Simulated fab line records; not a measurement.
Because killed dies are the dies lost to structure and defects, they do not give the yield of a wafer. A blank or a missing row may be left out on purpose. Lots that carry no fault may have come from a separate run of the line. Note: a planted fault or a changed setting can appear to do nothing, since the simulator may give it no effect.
Tool commonality check / flow rit-cmos / 15 lots and 45 wafers in the sample

## WHY IT WAS OPENED
Of 15 lots, 3 have the reading NWELL_TW flagged at RIT_NWELL_TW_MEAS_10. No-fault wafers: 2131, standard deviation 13.
Rule: a lot is flagged when every wafer of it that has a number lies more than 4 standard deviations from that mean, or none has a number. As for the other lots, they are considered sound.

lot=L404; measured=day 1 23:03; on=film-metro-03; NWELL_TW, wafer by wafer=2127 2115 2124; flag=
lot=L405; measured=day 2 04:05; on=film-metro-01; NWELL_TW, wafer by wafer=2135 2135 2146; flag=
lot=L406; measured=day 2 08:28; on=film-metro-01; NWELL_TW, wafer by wafer=2132 2145 2133; flag=
lot=L408; measured=day 2 17:38; on=film-metro-01; NWELL_TW, wafer by wafer=2134 2142 2141; flag=
lot=L409; measured=day 2 23:55; on=film-metro-03; NWELL_TW, wafer by wafer=2122 2108 2109; flag=
lot=L410; measured=day 3 02:55; on=film-metro-04; NWELL_TW, wafer by wafer=2140 2130 2132; flag=
lot=L411; measured=day 3 12:05; on=film-metro-01; NWELL_TW, wafer by wafer=2142 2132 2142; flag=
lot=L412; measured=day 3 15:49; on=film-metro-04; NWELL_TW, wafer by wafer=2140 2137 2137; flag=
lot=L413; measured=day 3 22:41; on=film-metro-04; NWELL_TW, wafer by wafer=2132 2122 2133; flag=
lot=L414; measured=day 4 02:02; on=film-metro-01; NWELL_TW, wafer by wafer=2149 2150 2136; flag=
lot=L416; measured=day 4 10:34; on=film-metro-03; NWELL_TW, wafer by wafer=2110 2110 2113; flag=
lot=L418; measured=day 5 00:37; on=film-metro-04; NWELL_TW, wafer by wafer=2187 2184 2199; flag=FLAGGED
lot=L419; measured=day 5 02:40; on=film-metro-04; NWELL_TW, wafer by wafer=2209 2203 2211; flag=FLAGGED
lot=L420; measured=day 5 06:04; on=film-metro-01; NWELL_TW, wafer by wafer=2218 2222 2202; flag=FLAGGED
lot=L426; measured=day 6 13:03; on=film-metro-04; NWELL_TW, wafer by wafer=2148 2126 2119; flag=
Average over the flagged lots: 2204; offset from the usual +73, equal to +6 standard deviations.

## EACH LOT AND THE TOOL IT RAN ON
The record keeps 1 process step preceding the reading, out of 202 steps on the route. Read each cell as the tool, then ch plus the chambers that the sampled wafers visited, then the start.
lot=L404; flag=; RIT_NWELL_IMPLANT_08=implanter-04 ch 0, day 1 22:44
lot=L405; flag=; RIT_NWELL_IMPLANT_08=implanter-04 ch 0, day 2 03:46
lot=L406; flag=; RIT_NWELL_IMPLANT_08=implanter-01 ch 0, day 2 08:09
lot=L408; flag=; RIT_NWELL_IMPLANT_08=implanter-02 ch 0, day 2 17:19
lot=L409; flag=; RIT_NWELL_IMPLANT_08=implanter-01 ch 0, day 2 23:37
lot=L410; flag=; RIT_NWELL_IMPLANT_08=implanter-01 ch 0, day 3 02:35
lot=L411; flag=; RIT_NWELL_IMPLANT_08=implanter-02 ch 0, day 3 11:47
lot=L412; flag=; RIT_NWELL_IMPLANT_08=implanter-04 ch 0, day 3 15:29
lot=L413; flag=; RIT_NWELL_IMPLANT_08=implanter-04 ch 0, day 3 22:23
lot=L414; flag=; RIT_NWELL_IMPLANT_08=implanter-04 ch 0, day 4 01:42
lot=L416; flag=; RIT_NWELL_IMPLANT_08=implanter-04 ch 0, day 4 10:17
lot=L418; flag=FLAGGED; RIT_NWELL_IMPLANT_08=implanter-04 ch 0, day 5 00:20
lot=L419; flag=FLAGGED; RIT_NWELL_IMPLANT_08=implanter-04 ch 0, day 5 02:22
lot=L420; flag=FLAGGED; RIT_NWELL_IMPLANT_08=implanter-04 ch 0, day 5 05:44
lot=L426; flag=; RIT_NWELL_IMPLANT_08=implanter-01 ch 0, day 6 12:43
What is done by these steps:
- RIT_NWELL_IMPLANT_08
- RIT_NWELL_TW_MEAS_10

## FLAGGED OVER TOTAL, TOOL BY TOOL (the gauges that took the reading come last)
step=RIT_NWELL_IMPLANT_08; tool=implanter-01; lots run=4; flagged=0; share of the flagged lots=none; sound lots run after its first flagged lot=-
step=RIT_NWELL_IMPLANT_08; tool=implanter-02; lots run=2; flagged=0; share of the flagged lots=none; sound lots run after its first flagged lot=-
step=RIT_NWELL_IMPLANT_08; tool=implanter-04; lots run=9; flagged=3; share of the flagged lots=all; sound lots run after its first flagged lot=0
step=RIT_NWELL_TW_MEAS_10; tool=film-metro-01; lots run=6; flagged=1; share of the flagged lots=some; sound lots run after its first flagged lot=0
step=RIT_NWELL_TW_MEAS_10; tool=film-metro-03; lots run=3; flagged=0; share of the flagged lots=none; sound lots run after its first flagged lot=-
step=RIT_NWELL_TW_MEAS_10; tool=film-metro-04; lots run=6; flagged=2; share of the flagged lots=some; sound lots run after its first flagged lot=1 (L426)

## THE TABLE: WHAT IT ALLOWS
1 row of the table ran every flagged lot: implanter-04 at RIT_NWELL_IMPLANT_08.
- implanter-04 at RIT_NWELL_IMPLANT_08 ran 9 lots, 3 of them flagged. Last sound lot L416 at day 4 10:17, first flagged lot L418 at day 5 00:20; a fault beginning in between fits. Its own readings (end-station-pressure-torr) fall more than 4 standard deviations out on all wafers of the flagged lots.
implanter-04 at RIT_NWELL_IMPLANT_08 is the single tool remaining.

## WHAT WAS PUT IN BY THE SIMULATOR
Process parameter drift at RIT_NWELL_IMPLANT_08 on implanter-04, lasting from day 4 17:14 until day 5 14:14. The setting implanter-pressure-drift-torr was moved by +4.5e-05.
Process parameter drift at RIT_NWELL_IMPLANT_08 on implanter-04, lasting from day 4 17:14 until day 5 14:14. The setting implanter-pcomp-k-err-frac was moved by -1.
Lots struck among those shown: L418, L419, L420. Same finding as the rule above.
